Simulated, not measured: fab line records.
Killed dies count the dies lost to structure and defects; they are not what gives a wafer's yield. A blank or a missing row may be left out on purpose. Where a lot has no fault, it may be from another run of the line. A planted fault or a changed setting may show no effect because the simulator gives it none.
The tool behind it: which one?    flow berkeleyCmos170    14 lots with 42 wafers sampled at 6 steps, on a route of 331 steps

## WHAT THE GAUGES SHOWED, per wafer
UCB170_ACTIVE_THK_MEAS_03. Usual: for ACTIVE_OXIDE_THK the level is 26.3 nm and the standard deviation is 0.46.
lot   measured     on            ACTIVE_OXIDE_THK (nm)  flag
L190  day 3 17:53  filmMetro-03  27.2 26.5 26.9         
L191  day 4 06:01  filmMetro-04  25.8 26.1 25.8         
L192  day 4 15:47  filmMetro-04  26.6 26.7 27.1         
L194  day 4 19:22  filmMetro-01  26.0 25.7 26.0         
L193  day 4 19:25  filmMetro-01  26.0 26.1 25.8         
L197  day 5 04:24  filmMetro-03  26.8 26.2 26.3         
L200  day 5 16:21  filmMetro-04  26.4 26.7 26.7         
L201  day 5 22:04  filmMetro-03  26.5 26.4 25.9         
L202  day 6 11:19  filmMetro-01  27.0 26.7 26.7         
L204  day 6 20:23  filmMetro-01  26.5 26.5 26.3         
L207  day 7 06:52  filmMetro-04  25.4 25.1 25.1         
L212  day 8 08:11  filmMetro-03  25.7 25.8 25.7         
L211  day 8 08:13  filmMetro-04  26.3 26.2 25.9         
L213  day 8 19:21  filmMetro-01  26.6 26.2 26.6         

UCB170_FIELD_THK_MEAS_02. Usual: for FIELD_OXIDE_THK the level is 558 nm and the standard deviation is 9.
lot   measured     on            FIELD_OXIDE_THK (nm)  flag
L190  day 4 09:51  filmMetro-02  564 570 570           
L191  day 4 21:22  filmMetro-02  542 540 540           
L192  day 5 03:23  filmMetro-02  550 558 560           
L194  day 5 11:51  filmMetro-04  558 561 562           
L193  day 5 11:50  filmMetro-02  574 570 583           
L197  day 5 21:10  filmMetro-04  544 558 556           
L200  day 6 07:22  filmMetro-04  558 558 547           
L201  day 6 15:06  filmMetro-02  560 551 549           
L202  day 7 04:44  filmMetro-04  548 552 560           
L204  day 7 13:25  filmMetro-03  557 553 562           
L207  day 7 23:14  filmMetro-03  567 564 566           
L212  day 9 01:33  filmMetro-04  554 559 561           
L211  day 9 01:35  filmMetro-03  547 558 562           
L213  day 9 10:45  filmMetro-03  550 549 557           

UCB170_NLDD_TW_MEAS_11. Usual: for NLDD_TW the level is 2234 and the standard deviation is 13.
lot   measured      on            NLDD_TW                        flag
L190  day 6 03:06   filmMetro-03  2238 2230 2237                 
L191  day 6 20:39   filmMetro-04  2253 2255 2251                 
L192  day 7 02:40   filmMetro-01  2223 2229 2232                 
L194  day 7 13:37   filmMetro-03  2225 2223 2219                 
L193  day 7 13:44   filmMetro-04  2259 2245 2255                 
L197  day 7 13:54   filmMetro-03  2220 2235 2226                 
L200  day 7 23:34   filmMetro-01  2252 2246 2249                 
L201  day 8 11:56   filmMetro-04  2256 2260 2263                 
L202  day 8 18:55   filmMetro-01  2226 2219 2212                 
L204  day 9 06:01   filmMetro-03  2221 2231 2232                 
L207  day 9 12:18   filmMetro-03  2407 2400 2401 2401 2409 2403  OFF
L212  day 10 15:47  filmMetro-01  2415 2429 2416 2420 2420 2418  OFF
L211  day 10 15:57  filmMetro-04  2250 2249 2243                 
L213  day 11 03:16  filmMetro-01  2218 2218 2219                 

UCB170_NSD_CD_MEAS_06: target cd 1200 nm. Usual: cdNm reads 1200.1 nm (standard deviation 1.2).
lot   measured      on        cdNm (nm)             flag
L190  day 6 11:09   cdSem-02  1200.6 1199.9 1201.1  
L191  day 7 04:38   cdSem-02  1200.5 1200.5 1199.9  
L192  day 7 10:08   cdSem-01  1200.3 1201.2 1199.9  
L194  day 7 21:44   cdSem-02  1199.4 1199.1 1198.1  
L193  day 7 21:10   cdSem-02  1200.2 1201.4 1201.4  
L197  day 7 20:37   cdSem-02  1200.2 1200.9 1200.0  
L200  day 8 08:00   cdSem-02  1200.1 1200.6 1200.4  
L201  day 8 22:06   cdSem-02  1199.5 1199.8 1200.8  
L202  day 9 03:58   cdSem-01  1201.2 1201.8 1200.2  
L204  day 9 14:00   cdSem-02  1197.3 1199.5 1199.0  
L207  day 9 20:53   cdSem-02  1199.1 1199.5 1199.1  
L212  day 11 00:53  cdSem-02  1200.1 1200.0 1201.2  
L211  day 10 23:25  cdSem-02  1200.8 1200.7 1199.8  
L213  day 11 10:36  cdSem-01  1201.4 1201.2 1198.9  

UCB170_SDANNEAL_RS_MEAS_05: measurement is done with a four-point probe. Usual: for NLDD_RS the level is 615.7 ohm/sq and the standard deviation is 1.3.
lot   measured      on            NLDD_RS (ohm/sq)                     flag
L190  day 6 13:20   filmMetro-01  614.8 615.2 613.9                    
L191  day 7 07:09   filmMetro-03  614.9 618.0 616.9                    
L192  day 7 12:43   filmMetro-01  616.3 618.5 615.7                    
L194  day 7 23:38   filmMetro-04  615.5 616.0 615.6                    
L193  day 7 23:08   filmMetro-04  615.6 616.1 617.3                    
L197  day 7 22:41   filmMetro-03  616.8 616.8 615.4                    
L200  day 8 10:13   filmMetro-03  613.9 615.4 613.5                    
L201  day 9 03:20   filmMetro-03  614.8 615.5 614.3                    
L202  day 9 08:35   filmMetro-01  616.2 616.0 615.8                    
L204  day 9 15:51   filmMetro-01  617.6 619.7 616.1                    
L207  day 9 23:16   filmMetro-03  500.9 501.6 502.8 502.6 502.0 502.2  OFF
L212  day 11 03:58  filmMetro-03  503.8 501.4 502.0 503.0 501.8 502.9  OFF
L211  day 11 01:23  filmMetro-04  614.8 614.2 615.9                    
L213  day 11 12:43  filmMetro-03  615.3 616.5 615.4                    

## WHICH TOOL RAN EACH LOT (tool, then ch and the chambers of the sampled wafers, then the start)
lot   UCB170_NLDD_IMPLANT_08
L190  implanter-03 ch 0, day 6 02:43
L191  implanter-01 ch 0, day 6 20:16
L192  implanter-03 ch 0, day 7 02:16
L194  implanter-03 ch 0, day 7 13:13
L193  implanter-02 ch 0, day 7 13:20
L197  implanter-03 ch 0, day 7 13:30
L200  implanter-01 ch 0, day 7 23:10
L201  implanter-01 ch 0, day 8 11:32
L202  implanter-01 ch 0, day 8 18:31
L204  implanter-03 ch 0, day 9 05:38
L207  implanter-03 ch 0, day 9 11:52
L212  implanter-03 ch 0, day 10 15:23
L211  implanter-01 ch 0, day 10 15:35
L213  implanter-02 ch 0, day 11 02:54
- UCB170_NLDD_IMPLANT_08

## WHAT THE TOOLS THEMSELVES READ (means of the sampled wafers that have a number; where no wafer has one, the mark that the record gives instead)
UCB170_NLDD_IMPLANT_08. Usual: doseIonsCm2 5e+13, standard deviation 5.7e+10; faradayCurrentUA 158, standard deviation 3.2; tiltDeg 7.001 degrees, standard deviation 0.02.
lot   tool          doseIonsCm2  faradayCurrentUA  tiltDeg (degrees)  flag
L190  implanter-03  5e+13        158               6.980              
L191  implanter-01  5e+13        161               6.984              
L192  implanter-03  5e+13        159               7.027              
L194  implanter-03  5e+13        157               7.018              
L193  implanter-02  5e+13        158               7.015              
L197  implanter-03  5e+13        157               7.007              
L200  implanter-01  5e+13        154               7.006              
L201  implanter-01  5e+13        157               7.022              
L202  implanter-01  5e+13        160               7.010              
L204  implanter-03  5e+13        159               7.010              
L207  implanter-03  8e+13        270               7.003              OFF
L212  implanter-03  8e+13        264               6.986              OFF
L211  implanter-01  5e+13        160               7.020              
L213  implanter-02  5e+13        162               7.011              

## THE ANSWER, worked out from the rows above alone
Rule: a lot is off if the mean of its wafers that have a number lies more than 3 standard deviations from the usual mean. Also off: a lot with no number at a reading for which 4 or more lots have one. Where the step has rows for the other lots, those lots are counted as sound. Order of review: gauges by route order, followed by the tools' own readings, for which a lot's mean as printed above is used. At the first step where some lot is off, the reading lying furthest off is the one used; lots without a number count as furthest.
Off: L207, L212, seen at UCB170_NLDD_TW_MEAS_11 (NLDD_TW).
A tool fits if, at a process step before that reading, it ran every lot that is off, and no sound lot after the first of them. The gauges at UCB170_NLDD_TW_MEAS_11 aren't tried: what is off there is off at UCB170_NLDD_IMPLANT_08 too, on other tools, and a gauge's error can't cause that. One fits: implanter-03 at UCB170_NLDD_IMPLANT_08. Its last sound lot is L204 (day 9 05:38), its first lot that is off L207 (day 9 11:52): a fault that began between those two fits.
The tool's own readings at UCB170_NLDD_IMPLANT_08 bear it out: on the lots that are off they differ by more than 5 times the standard deviation of the sound lots' means. doseIonsCm2 reads 8e+13 there against 5e+13 on the sound lots; faradayCurrentUA reads 267 there against 158 on the sound lots.

## WHAT HAD BEEN PUT IN BY THE SIMULATOR
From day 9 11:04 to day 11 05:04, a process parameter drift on implanter-03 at UCB170_NLDD_IMPLANT_08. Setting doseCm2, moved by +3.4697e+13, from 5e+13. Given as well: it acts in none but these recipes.
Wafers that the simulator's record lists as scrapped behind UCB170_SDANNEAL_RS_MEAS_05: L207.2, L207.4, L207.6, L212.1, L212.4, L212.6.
Lots struck among those shown: L207, L212. The rule above reached the same finding.
